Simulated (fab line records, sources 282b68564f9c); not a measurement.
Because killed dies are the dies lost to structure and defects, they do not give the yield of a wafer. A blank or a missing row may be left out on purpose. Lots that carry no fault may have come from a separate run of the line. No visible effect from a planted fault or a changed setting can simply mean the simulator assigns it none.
fab line records / flow ritCmos
record lots=14 wafers=42 lastDay=7
route steps=202 shown ACTIVE@12 NLDD@109 NSD@134 CONTACT@176
lots untouched by any fault: they come from a run of this same line in which no faults occurred
startH: hours from the record's first day to the start of the lot's first wafer shown / waitH: how many hours have passed since the lot's step before this one / " the same as in the row above / L1.1+2: a single row standing in for several wafers / - no value, or no start given / * or withheld: withheld / < > ~ a bound
route shown NAME@n: NAME is a module with steps in the file, n the number in the route of the first one / usual: mean and standard deviation over wafers with no fault / same: alike in all rows / chamber/n: place in a boat / sites: per-site readings / _std_site: standard deviation of those values / _edge_site: outer sites' mean less inner sites' / radiusMm: for every site, how far away it sits from the centre of the wafer / mask NAME#n: copy n / behind: the last tool/chamber to shape the wafer / hold: cause of the lot's hold/its duration in hours/its outcome / device: which transistor (n, p or np) failed to switch / end of line: tests run on the same wafers once the route is complete / a step without rows: its recipe alone / killed: not the wafer's yield, but the dies lost to structure and defects at the first sort / map: per-die view of a wafer (x killed, . not killed, _ where there is no die)
set.NAME: setting as actually run; set.NAME@STEP: the setting as run at that earlier step / model.NAME: the simulator's own value behind a step, which no gauge read
one table for each step of the route and one row for each wafer, over a sample of lots
services: from which hour (startH, from the record's first day; less than 0 if before it) a tool's chamber was out of use, for how many hours, and why
## steps
# step RIT_ACTIVE_CD_MEAS_11
# recipe targetCdNm=1400
# usual cdNm=1400.8/2.6
lot.wafer=L374.2 tool=cdSem-01 chamber=- startH=20.26 waitH=- cdNm=1402.3
lot.wafer=L374.3 tool=cdSem-01 chamber=- startH=20.26 waitH=- cdNm=1401.2
lot.wafer=L374.4 tool=cdSem-01 chamber=- startH=20.26 waitH=- cdNm=1403.2
lot.wafer=L375.3 tool=cdSem-01 chamber=- startH=26.77 waitH=- cdNm=1401.0
lot.wafer=L375.4 tool=cdSem-01 chamber=- startH=26.77 waitH=- cdNm=1401.7
lot.wafer=L375.6 tool=cdSem-01 chamber=- startH=26.77 waitH=- cdNm=1402.9
lot.wafer=L376.2 tool=cdSem-02 chamber=- startH=29.68 waitH=- cdNm=1400.0
lot.wafer=L376.3 tool=cdSem-02 chamber=- startH=29.68 waitH=- cdNm=1401.2
lot.wafer=L376.4 tool=cdSem-02 chamber=- startH=29.68 waitH=- cdNm=1402.2
lot.wafer=L377.1 tool=cdSem-01 chamber=- startH=36.05 waitH=- cdNm=1402.7
lot.wafer=L377.2 tool=cdSem-01 chamber=- startH=36.05 waitH=- cdNm=1403.5
lot.wafer=L377.4 tool=cdSem-01 chamber=- startH=36.05 waitH=- cdNm=1402.2
lot.wafer=L380.1 tool=cdSem-02 chamber=- startH=49.56 waitH=- cdNm=1398.4
lot.wafer=L380.3 tool=cdSem-02 chamber=- startH=49.56 waitH=- cdNm=1397.2
lot.wafer=L380.5 tool=cdSem-02 chamber=- startH=49.56 waitH=- cdNm=1398.2
lot.wafer=L381.1 tool=cdSem-02 chamber=- startH=55.53 waitH=- cdNm=1404.4
lot.wafer=L381.2 tool=cdSem-02 chamber=- startH=55.53 waitH=- cdNm=1403.5
lot.wafer=L381.3 tool=cdSem-02 chamber=- startH=55.53 waitH=- cdNm=1403.2
lot.wafer=L385.1 tool=cdSem-01 chamber=- startH=75.15 waitH=- cdNm=1404.4
lot.wafer=L385.2 tool=cdSem-01 chamber=- startH=75.15 waitH=- cdNm=1402.0
lot.wafer=L385.3 tool=cdSem-01 chamber=- startH=75.15 waitH=- cdNm=1402.7
lot.wafer=L388.1 tool=cdSem-02 chamber=- startH=89.44 waitH=- cdNm=1400.9
lot.wafer=L388.3 tool=cdSem-02 chamber=- startH=89.44 waitH=- cdNm=1404.2
lot.wafer=L388.4 tool=cdSem-02 chamber=- startH=89.44 waitH=- cdNm=1401.3
lot.wafer=L390.2 tool=cdSem-01 chamber=- startH=99.58 waitH=- cdNm=1402.5
lot.wafer=L390.4 tool=cdSem-01 chamber=- startH=99.58 waitH=- cdNm=1402.5
lot.wafer=L390.5 tool=cdSem-01 chamber=- startH=99.58 waitH=- cdNm=1402.5
lot.wafer=L391.1 tool=cdSem-01 chamber=- startH=104.56 waitH=- cdNm=1398.5
lot.wafer=L391.3 tool=cdSem-01 chamber=- startH=104.56 waitH=- cdNm=1398.4
lot.wafer=L391.6 tool=cdSem-01 chamber=- startH=104.56 waitH=- cdNm=1397.5
lot.wafer=L393.3 tool=cdSem-01 chamber=- startH=114.60 waitH=- cdNm=1401.9
lot.wafer=L393.4 tool=cdSem-01 chamber=- startH=114.60 waitH=- cdNm=1403.9
lot.wafer=L393.5 tool=cdSem-01 chamber=- startH=114.60 waitH=- cdNm=1404.2
lot.wafer=L394.1 tool=cdSem-01 chamber=- startH=119.44 waitH=- cdNm=1399.2
lot.wafer=L394.2 tool=cdSem-01 chamber=- startH=119.44 waitH=- cdNm=1398.5
lot.wafer=L394.3 tool=cdSem-01 chamber=- startH=119.44 waitH=- cdNm=1401.2
lot.wafer=L395.1 tool=cdSem-01 chamber=- startH=124.56 waitH=- cdNm=1402.3
lot.wafer=L395.2 tool=cdSem-01 chamber=- startH=124.56 waitH=- cdNm=1405.0
lot.wafer=L395.4 tool=cdSem-01 chamber=- startH=124.56 waitH=- cdNm=1404.0
lot.wafer=L396.1 tool=cdSem-01 chamber=- startH=129.60 waitH=- cdNm=1402.7
lot.wafer=L396.4 tool=cdSem-01 chamber=- startH=129.60 waitH=- cdNm=1401.2
lot.wafer=L396.5 tool=cdSem-01 chamber=- startH=129.60 waitH=- cdNm=1401.7
# step RIT_NLDD_OVL_MEAS_06
# usual NLDD_OVL=0.5/1.6
lot.wafer=L374.2 tool=overlay-01 chamber=- startH=50.64 waitH=- NLDD_OVL[nm]=-0.3
lot.wafer=L374.3 tool=overlay-01 chamber=- startH=50.64 waitH=- NLDD_OVL[nm]=2.1
lot.wafer=L374.4 tool=overlay-01 chamber=- startH=50.64 waitH=- NLDD_OVL[nm]=-0.1
lot.wafer=L375.3 tool=overlay-02 chamber=- startH=55.65 waitH=- NLDD_OVL[nm]=-1.4
lot.wafer=L375.4 tool=overlay-02 chamber=- startH=55.65 waitH=- NLDD_OVL[nm]=-1.7
lot.wafer=L375.6 tool=overlay-02 chamber=- startH=55.65 waitH=- NLDD_OVL[nm]=-1.2
lot.wafer=L376.2 tool=overlay-01 chamber=- startH=59.65 waitH=- NLDD_OVL[nm]=1.2
lot.wafer=L376.3 tool=overlay-01 chamber=- startH=59.65 waitH=- NLDD_OVL[nm]=1.5
lot.wafer=L376.4 tool=overlay-01 chamber=- startH=59.65 waitH=- NLDD_OVL[nm]=2.8
lot.wafer=L377.1 tool=overlay-02 chamber=- startH=62.62 waitH=- NLDD_OVL[nm]=-0.1
lot.wafer=L377.2 tool=overlay-02 chamber=- startH=62.62 waitH=- NLDD_OVL[nm]=0.9
lot.wafer=L377.4 tool=overlay-02 chamber=- startH=62.62 waitH=- NLDD_OVL[nm]=0.0
lot.wafer=L380.1 tool=overlay-02 chamber=- startH=78.27 waitH=- NLDD_OVL[nm]=-0.6
lot.wafer=L380.3 tool=overlay-02 chamber=- startH=78.27 waitH=- NLDD_OVL[nm]=1.4
lot.wafer=L380.5 tool=overlay-02 chamber=- startH=78.27 waitH=- NLDD_OVL[nm]=-0.3
lot.wafer=L381.1 tool=overlay-01 chamber=- startH=82.67 waitH=- NLDD_OVL[nm]=2.2
lot.wafer=L381.2 tool=overlay-01 chamber=- startH=82.67 waitH=- NLDD_OVL[nm]=0.0
lot.wafer=L381.3 tool=overlay-01 chamber=- startH=82.67 waitH=- NLDD_OVL[nm]=0.9
lot.wafer=L385.1 tool=overlay-01 chamber=- startH=102.03 waitH=- NLDD_OVL[nm]=-0.4
lot.wafer=L385.2 tool=overlay-01 chamber=- startH=102.03 waitH=- NLDD_OVL[nm]=-0.8
lot.wafer=L385.3 tool=overlay-01 chamber=- startH=102.03 waitH=- NLDD_OVL[nm]=-1.9
lot.wafer=L388.1 tool=overlay-01 chamber=- startH=116.29 waitH=- NLDD_OVL[nm]=0.5
lot.wafer=L388.3 tool=overlay-01 chamber=- startH=116.29 waitH=- NLDD_OVL[nm]=1.7
lot.wafer=L388.4 tool=overlay-01 chamber=- startH=116.29 waitH=- NLDD_OVL[nm]=0.6
lot.wafer=L390.2 tool=overlay-01 chamber=- startH=126.41 waitH=- NLDD_OVL[nm]=0.9
lot.wafer=L390.4 tool=overlay-01 chamber=- startH=126.41 waitH=- NLDD_OVL[nm]=-0.9
lot.wafer=L390.5 tool=overlay-01 chamber=- startH=126.41 waitH=- NLDD_OVL[nm]=0.1
lot.wafer=L391.1 tool=overlay-01 chamber=- startH=130.75 waitH=- NLDD_OVL[nm]=0.1
lot.wafer=L391.3 tool=overlay-01 chamber=- startH=130.75 waitH=- NLDD_OVL[nm]=-0.5
lot.wafer=L391.6 tool=overlay-01 chamber=- startH=130.75 waitH=- NLDD_OVL[nm]=0.3
lot.wafer=L393.3 tool=overlay-02 chamber=- startH=142.48 waitH=- NLDD_OVL[nm]=0.1
lot.wafer=L393.4 tool=overlay-02 chamber=- startH=142.48 waitH=- NLDD_OVL[nm]=1.0
lot.wafer=L393.5 tool=overlay-02 chamber=- startH=142.48 waitH=- NLDD_OVL[nm]=0.0
lot.wafer=L394.1 tool=overlay-01 chamber=- startH=147.28 waitH=- NLDD_OVL[nm]=3.3
lot.wafer=L394.2 tool=overlay-01 chamber=- startH=147.28 waitH=- NLDD_OVL[nm]=4.9
lot.wafer=L394.3 tool=overlay-01 chamber=- startH=147.28 waitH=- NLDD_OVL[nm]=3.9
lot.wafer=L395.1 tool=overlay-02 chamber=- startH=151.95 waitH=- NLDD_OVL[nm]=1.4
lot.wafer=L395.2 tool=overlay-02 chamber=- startH=151.95 waitH=- NLDD_OVL[nm]=-1.0
lot.wafer=L395.4 tool=overlay-02 chamber=- startH=151.95 waitH=- NLDD_OVL[nm]=-0.6
lot.wafer=L396.1 tool=overlay-02 chamber=- startH=157.17 waitH=- NLDD_OVL[nm]=0.3
lot.wafer=L396.4 tool=overlay-02 chamber=- startH=157.17 waitH=- NLDD_OVL[nm]=2.4
lot.wafer=L396.5 tool=overlay-02 chamber=- startH=157.17 waitH=- NLDD_OVL[nm]=3.0
# step RIT_NSD_EXPOSE_03
# recipe maskId=M9 na=0.57 targetCdNm=40700 doseMj=250
# usual exposureDoseMJCm2=249.93/0.21 focusOffsetNm=0.1/0.55
lot.wafer=L374.2 tool=ilineStepper-02 chamber=0 startH=56.46 waitH=0.1 mask=M9#0 exposureDoseMJCm2=249.96 focusOffsetNm=0.1
lot.wafer=L374.3 tool=ilineStepper-02 chamber=0 startH=56.46 waitH=0.1 mask=M9#0 exposureDoseMJCm2=249.92 focusOffsetNm=-0.8
lot.wafer=L374.4 tool=ilineStepper-02 chamber=0 startH=56.46 waitH=0.1 mask=M9#0 exposureDoseMJCm2=249.95 focusOffsetNm=-0.1
lot.wafer=L375.3 tool=ilineStepper-01 chamber=0 startH=61.28 waitH=0.3 mask=M9#0 exposureDoseMJCm2=249.49 focusOffsetNm=0.0
lot.wafer=L375.4 tool=ilineStepper-01 chamber=0 startH=61.28 waitH=0.3 mask=M9#0 exposureDoseMJCm2=249.86 focusOffsetNm=0.3
lot.wafer=L375.6 tool=ilineStepper-01 chamber=0 startH=61.28 waitH=0.3 mask=M9#0 exposureDoseMJCm2=249.76 focusOffsetNm=0.7
lot.wafer=L376.2 tool=ilineStepper-01 chamber=0 startH=64.60 waitH=0.1 mask=M9#0 exposureDoseMJCm2=249.73 focusOffsetNm=1.6
lot.wafer=L376.3 tool=ilineStepper-01 chamber=0 startH=64.60 waitH=0.1 mask=M9#0 exposureDoseMJCm2=250.26 focusOffsetNm=0.3
lot.wafer=L376.4 tool=ilineStepper-01 chamber=0 startH=64.60 waitH=0.1 mask=M9#0 exposureDoseMJCm2=250.36 focusOffsetNm=1.1
lot.wafer=L377.1 tool=ilineStepper-02 chamber=0 startH=68.67 waitH=0.2 mask=M9#0 exposureDoseMJCm2=249.74 focusOffsetNm=0.3
lot.wafer=L377.2 tool=ilineStepper-02 chamber=0 startH=68.67 waitH=0.2 mask=M9#0 exposureDoseMJCm2=249.93 focusOffsetNm=0.3
lot.wafer=L377.4 tool=ilineStepper-02 chamber=0 startH=68.67 waitH=0.2 mask=M9#0 exposureDoseMJCm2=249.71 focusOffsetNm=0.4
lot.wafer=L380.1 tool=ilineStepper-01 chamber=- startH=83.22 waitH=0.1 mask=M9#0 exposureDoseMJCm2=- focusOffsetNm=-
lot.wafer=L380.3 tool=ilineStepper-01 chamber=- startH=83.22 waitH=0.1 mask=M9#0 exposureDoseMJCm2=- focusOffsetNm=-
lot.wafer=L380.5 tool=ilineStepper-01 chamber=- startH=83.22 waitH=0.1 mask=M9#0 exposureDoseMJCm2=- focusOffsetNm=-
lot.wafer=L381.1 tool=ilineStepper-02 chamber=- startH=88.03 waitH=0.2 mask=M9#0 exposureDoseMJCm2=- focusOffsetNm=-
lot.wafer=L381.2 tool=ilineStepper-02 chamber=- startH=88.03 waitH=0.2 mask=M9#0 exposureDoseMJCm2=- focusOffsetNm=-
lot.wafer=L381.3 tool=ilineStepper-02 chamber=- startH=88.03 waitH=0.2 mask=M9#0 exposureDoseMJCm2=- focusOffsetNm=-
lot.wafer=L385.1 tool=ilineStepper-02 chamber=0 startH=107.37 waitH=0.2 mask=M9#0 exposureDoseMJCm2=249.78 focusOffsetNm=-0.7
lot.wafer=L385.2 tool=ilineStepper-02 chamber=0 startH=107.37 waitH=0.2 mask=M9#0 exposureDoseMJCm2=249.91 focusOffsetNm=0.1
lot.wafer=L385.3 tool=ilineStepper-02 chamber=0 startH=107.37 waitH=0.2 mask=M9#0 exposureDoseMJCm2=249.76 focusOffsetNm=-0.4
lot.wafer=L388.1 tool=ilineStepper-02 chamber=0 startH=122.73 waitH=0.1 mask=M9#0 exposureDoseMJCm2=250.05 focusOffsetNm=-0.2
lot.wafer=L388.3 tool=ilineStepper-02 chamber=0 startH=122.73 waitH=0.1 mask=M9#0 exposureDoseMJCm2=249.89 focusOffsetNm=0.5
lot.wafer=L388.4 tool=ilineStepper-02 chamber=0 startH=122.73 waitH=0.1 mask=M9#0 exposureDoseMJCm2=250.35 focusOffsetNm=0.5
lot.wafer=L390.2 tool=ilineStepper-01 chamber=0 startH=131.51 waitH=0.1 mask=M9#0 exposureDoseMJCm2=250.05 focusOffsetNm=0.6
lot.wafer=L390.4 tool=ilineStepper-01 chamber=0 startH=131.51 waitH=0.1 mask=M9#0 exposureDoseMJCm2=249.69 focusOffsetNm=0.4
lot.wafer=L390.5 tool=ilineStepper-01 chamber=0 startH=131.51 waitH=0.1 mask=M9#0 exposureDoseMJCm2=249.99 focusOffsetNm=0.5
lot.wafer=L391.1 tool=ilineStepper-01 chamber=0 startH=135.87 waitH=0.1 mask=M9#0 exposureDoseMJCm2=249.89 focusOffsetNm=0.0
lot.wafer=L391.3 tool=ilineStepper-01 chamber=0 startH=135.87 waitH=0.1 mask=M9#0 exposureDoseMJCm2=250.19 focusOffsetNm=0.0
lot.wafer=L391.6 tool=ilineStepper-01 chamber=0 startH=135.87 waitH=0.1 mask=M9#0 exposureDoseMJCm2=249.74 focusOffsetNm=-0.5
lot.wafer=L393.3 tool=ilineStepper-01 chamber=0 startH=147.68 waitH=0.2 mask=M9#0 exposureDoseMJCm2=249.88 focusOffsetNm=0.2
lot.wafer=L393.4 tool=ilineStepper-01 chamber=0 startH=147.68 waitH=0.2 mask=M9#0 exposureDoseMJCm2=249.79 focusOffsetNm=0.8
lot.wafer=L393.5 tool=ilineStepper-01 chamber=0 startH=147.68 waitH=0.2 mask=M9#0 exposureDoseMJCm2=249.71 focusOffsetNm=1.3
lot.wafer=L394.1 tool=ilineStepper-02 chamber=0 startH=152.34 waitH=0.2 mask=M9#0 exposureDoseMJCm2=250.10 focusOffsetNm=-0.9
lot.wafer=L394.2 tool=ilineStepper-02 chamber=0 startH=152.34 waitH=0.2 mask=M9#0 exposureDoseMJCm2=250.06 focusOffsetNm=0.2
lot.wafer=L394.3 tool=ilineStepper-02 chamber=0 startH=152.34 waitH=0.2 mask=M9#0 exposureDoseMJCm2=249.91 focusOffsetNm=0.5
lot.wafer=L395.1 tool=ilineStepper-01 chamber=0 startH=157.01 waitH=0.2 mask=M9#0 exposureDoseMJCm2=250.28 focusOffsetNm=0.8
lot.wafer=L395.2 tool=ilineStepper-01 chamber=0 startH=157.01 waitH=0.2 mask=M9#0 exposureDoseMJCm2=249.95 focusOffsetNm=1.2
lot.wafer=L395.4 tool=ilineStepper-01 chamber=0 startH=157.01 waitH=0.2 mask=M9#0 exposureDoseMJCm2=249.88 focusOffsetNm=0.2
lot.wafer=L396.1 tool=ilineStepper-02 chamber=0 startH=162.64 waitH=0.3 mask=M9#0 exposureDoseMJCm2=249.88 focusOffsetNm=-0.2
lot.wafer=L396.4 tool=ilineStepper-02 chamber=0 startH=162.64 waitH=0.3 mask=M9#0 exposureDoseMJCm2=249.60 focusOffsetNm=0.4
lot.wafer=L396.5 tool=ilineStepper-02 chamber=0 startH=162.64 waitH=0.3 mask=M9#0 exposureDoseMJCm2=250.07 focusOffsetNm=-0.4
# step RIT_CONTACT_CD_MEAS_08
# recipe targetCdNm=1000
# usual cdNm=998.4/2.3
lot.wafer=L374.2 tool=cdSem-02 chamber=- startH=61.66 waitH=- cdNm=998.4
lot.wafer=L374.3 tool=cdSem-02 chamber=- startH=61.66 waitH=- cdNm=996.4
lot.wafer=L374.4 tool=cdSem-02 chamber=- startH=61.66 waitH=- cdNm=999.3
lot.wafer=L375.3 tool=cdSem-01 chamber=- startH=66.49 waitH=- cdNm=999.8
lot.wafer=L375.4 tool=cdSem-01 chamber=- startH=66.49 waitH=- cdNm=999.3
lot.wafer=L375.6 tool=cdSem-01 chamber=- startH=66.49 waitH=- cdNm=997.2
lot.wafer=L376.2 tool=cdSem-02 chamber=- startH=69.92 waitH=- cdNm=997.1
lot.wafer=L376.3 tool=cdSem-02 chamber=- startH=69.92 waitH=- cdNm=998.5
lot.wafer=L376.4 tool=cdSem-02 chamber=- startH=69.92 waitH=- cdNm=997.8
lot.wafer=L377.1 tool=cdSem-01 chamber=- startH=73.65 waitH=- cdNm=998.7
lot.wafer=L377.2 tool=cdSem-01 chamber=- startH=73.65 waitH=- cdNm=1001.1
lot.wafer=L377.4 tool=cdSem-01 chamber=- startH=73.65 waitH=- cdNm=997.2
lot.wafer=L380.1 tool=cdSem-02 chamber=- startH=88.29 waitH=- cdNm=998.4
lot.wafer=L380.3 tool=cdSem-02 chamber=- startH=88.29 waitH=- cdNm=999.8
lot.wafer=L380.5 tool=cdSem-02 chamber=- startH=88.29 waitH=- cdNm=998.4
lot.wafer=L381.1 tool=cdSem-01 chamber=- startH=93.37 waitH=- cdNm=998.4
lot.wafer=L381.2 tool=cdSem-01 chamber=- startH=93.37 waitH=- cdNm=999.3
lot.wafer=L381.3 tool=cdSem-01 chamber=- startH=93.37 waitH=- cdNm=998.5
lot.wafer=L385.1 tool=cdSem-01 chamber=- startH=112.55 waitH=- cdNm=998.9
lot.wafer=L385.2 tool=cdSem-01 chamber=- startH=112.55 waitH=- cdNm=997.2
lot.wafer=L385.3 tool=cdSem-01 chamber=- startH=112.55 waitH=- cdNm=997.1
lot.wafer=L388.1 tool=cdSem-01 chamber=- startH=128.19 waitH=- cdNm=999.2
lot.wafer=L388.3 tool=cdSem-01 chamber=- startH=128.19 waitH=- cdNm=1000.1
lot.wafer=L388.4 tool=cdSem-01 chamber=- startH=128.19 waitH=- cdNm=1000.8
lot.wafer=L390.2 tool=cdSem-02 chamber=- startH=137.04 waitH=- cdNm=1000.6
lot.wafer=L390.4 tool=cdSem-02 chamber=- startH=137.04 waitH=- cdNm=997.9
lot.wafer=L390.5 tool=cdSem-02 chamber=- startH=137.04 waitH=- cdNm=999.5
lot.wafer=L391.1 tool=cdSem-01 chamber=- startH=141.18 waitH=- cdNm=1000.7
lot.wafer=L391.3 tool=cdSem-01 chamber=- startH=141.18 waitH=- cdNm=1002.5
lot.wafer=L391.6 tool=cdSem-01 chamber=- startH=141.18 waitH=- cdNm=1001.6
lot.wafer=L393.3 tool=cdSem-01 chamber=- startH=152.83 waitH=- cdNm=996.3
lot.wafer=L393.4 tool=cdSem-01 chamber=- startH=152.83 waitH=- cdNm=994.1
lot.wafer=L393.5 tool=cdSem-01 chamber=- startH=152.83 waitH=- cdNm=997.0
lot.wafer=L394.1 tool=cdSem-01 chamber=- startH=157.53 waitH=- cdNm=998.9
lot.wafer=L394.2 tool=cdSem-01 chamber=- startH=157.53 waitH=- cdNm=1000.3
lot.wafer=L394.3 tool=cdSem-01 chamber=- startH=157.53 waitH=- cdNm=997.7
lot.wafer=L395.1 tool=cdSem-01 chamber=- startH=162.03 waitH=- cdNm=998.8
lot.wafer=L395.2 tool=cdSem-01 chamber=- startH=162.03 waitH=- cdNm=999.5
lot.wafer=L395.4 tool=cdSem-01 chamber=- startH=162.03 waitH=- cdNm=1000.3
lot.wafer=L396.1 tool=cdSem-01 chamber=- startH=167.57 waitH=- cdNm=997.1
lot.wafer=L396.4 tool=cdSem-01 chamber=- startH=167.57 waitH=- cdNm=998.5
lot.wafer=L396.5 tool=cdSem-01 chamber=- startH=167.57 waitH=- cdNm=1000.1
## services
tool=ilineStepper-01 chamber=0 startH=34.01 hours=- kind=calibration
tool=ilineStepper-02 chamber=0 startH=63.35 hours=- kind=calibration
tool=ilineStepper-02 chamber=- startH=63.47 hours=1.7 kind=pm
tool=ilineStepper-02 chamber=- startH=74.89 hours=2.1 kind=pm
tool=ilineStepper-02 chamber=- startH=76.97 hours=- kind=consumableReplace:lamp
tool=ilineStepper-01 chamber=- startH=160.61 hours=4.4 kind=pm
## key
firstSign step=RIT_NSD_EXPOSE_03 reading=toolRecord direction=missing
effect none on later readings
metAt RIT_NSD_EXPOSE_03
struckLots L380,L381
sortLeftOut L380.1,L380.3,L380.5,L381.1,L381.2,L381.3
testerLeftOut L380,L381
notActingAt RIT_ACTIVE_CD_MEAS_11,RIT_NLDD_OVL_MEAS_06,RIT_CONTACT_CD_MEAS_08
onsetBetween 68.67 83.22
fault kind=skippedStepWhole tool=ilineStepper-01,ilineStepper-02 chamber=- onsetH=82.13 steps=RIT_NSD_EXPOSE_03 scope=struckLotsOnly
# testerLeftOut: of these lots the tester's yield and bins aren't shown, on N5 and GAA mostly nor the transistor test; their killed dies are dies lost to structure and defects alone, not to doping, threshold or leakage, so they don't give the yield
# sortLeftOut: the simulated sort isn't trusted on such a fault, so these wafers' sort isn't shown, and their yield isn't known
